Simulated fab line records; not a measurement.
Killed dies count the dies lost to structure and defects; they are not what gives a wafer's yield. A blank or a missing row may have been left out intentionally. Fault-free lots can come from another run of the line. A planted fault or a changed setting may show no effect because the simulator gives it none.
What tool caused it? -- flow berkeleyCmos170 -- 7 lots, 21 wafers sampled, at 4 steps of a route of 331

WHAT THE GAUGES READ, wafer by wafer
UCB170_M1_RS_MEAS_01: measurement is done with a four-point probe.
lot,measured,on,M1_AL_RS (ohm/sq)
L199,day 8 08:44,filmMetro-02,0.0475 0.0482 0.0474
L200,day 8 10:40,filmMetro-04,0.0492 0.0490 0.0486
L201,day 8 16:50,filmMetro-01,0.0483 0.0483 0.0484
L204,day 9 07:07,filmMetro-02,0.0478 0.0478 0.0480
L206,day 10 06:52,filmMetro-02,0.0488 0.0490 0.0492
L211,day 10 21:23,filmMetro-04,0.0671 0.0668 0.0676
L217,day 11 23:18,filmMetro-02,0.0487 0.0492 0.0491

WHICH TOOL RAN EACH LOT (tool, then ch and the chambers of the sampled wafers, then the start)
lot,UCB170_CONTACT_RTA_08,UCB170_CONTACT_STRIP_19,UCB170_M1_SPUTTER_00
L199,"rtpAnneal-02 ch 0, day 8 06:55","plasmaAsher-04 ch 0,1, day 8 08:14","pvdSputter-04, day 8 08:39"
L200,"rtpAnneal-01 ch 0, day 8 08:43","plasmaAsher-04 ch 0,1, day 8 10:13","pvdSputter-03, day 8 10:34"
L201,"rtpAnneal-02 ch 0, day 8 15:09","plasmaAsher-01 ch 0,1, day 8 16:23","pvdSputter-04, day 8 16:47"
L204,"rtpAnneal-01 ch 0, day 9 04:55","plasmaAsher-01 ch 0,1, day 9 06:30","pvdSputter-04, day 9 07:03"
L206,"rtpAnneal-02 ch 0, day 10 04:50","plasmaAsher-04 ch 1, day 10 06:24","pvdSputter-02, day 10 06:48"
L211,"rtpAnneal-01 ch 0, day 10 19:31","plasmaAsher-04 ch 0,1, day 10 20:50","pvdSputter-04, day 10 21:18"
L217,"rtpAnneal-02 ch 0, day 11 21:21","plasmaAsher-01 ch 0,1, day 11 22:49","pvdSputter-03, day 11 23:13"
- UCB170_CONTACT_RTA_08: time 10 s.
- UCB170_CONTACT_STRIP_19: strips in O2.
- UCB170_M1_SPUTTER_00: material Al, target thk 600 nm, time 80 s.

THE ANSWER, worked out from the rows above alone
Rule: the usual values come from the lots themselves. Put in order of their means at a reading, lots are off if they are a third of the lots or fewer, leave a main group of 4 or more, and stand apart from it by a gap of 3 or more times the standard deviation of the main group's means; of several such gaps the widest counts. A main group is skipped when, at the precision printed for the reading in the tables above, its means are all equal. Also off: a lot with no number at a reading for which 4 or more lots have one. Where the step has rows for the other lots, those lots are counted as sound.
Off: L211, seen at UCB170_M1_RS_MEAS_01 (M1_AL_RS). Mean 0.0485 ohm/sq and standard deviation 0.00054 in the main group.
A tool fits if, at a process step before that reading, it ran every lot that is off, and no sound lot after the first of them. The gauges at UCB170_M1_RS_MEAS_01 are tried like those tools. Can't be told from this: 4 tools fit, rtpAnneal-01 at UCB170_CONTACT_RTA_08, plasmaAsher-04 at UCB170_CONTACT_STRIP_19, pvdSputter-04 at UCB170_M1_SPUTTER_00, filmMetro-04 at UCB170_M1_RS_MEAS_01.

WHAT THE SIMULATOR HAD PUT IN
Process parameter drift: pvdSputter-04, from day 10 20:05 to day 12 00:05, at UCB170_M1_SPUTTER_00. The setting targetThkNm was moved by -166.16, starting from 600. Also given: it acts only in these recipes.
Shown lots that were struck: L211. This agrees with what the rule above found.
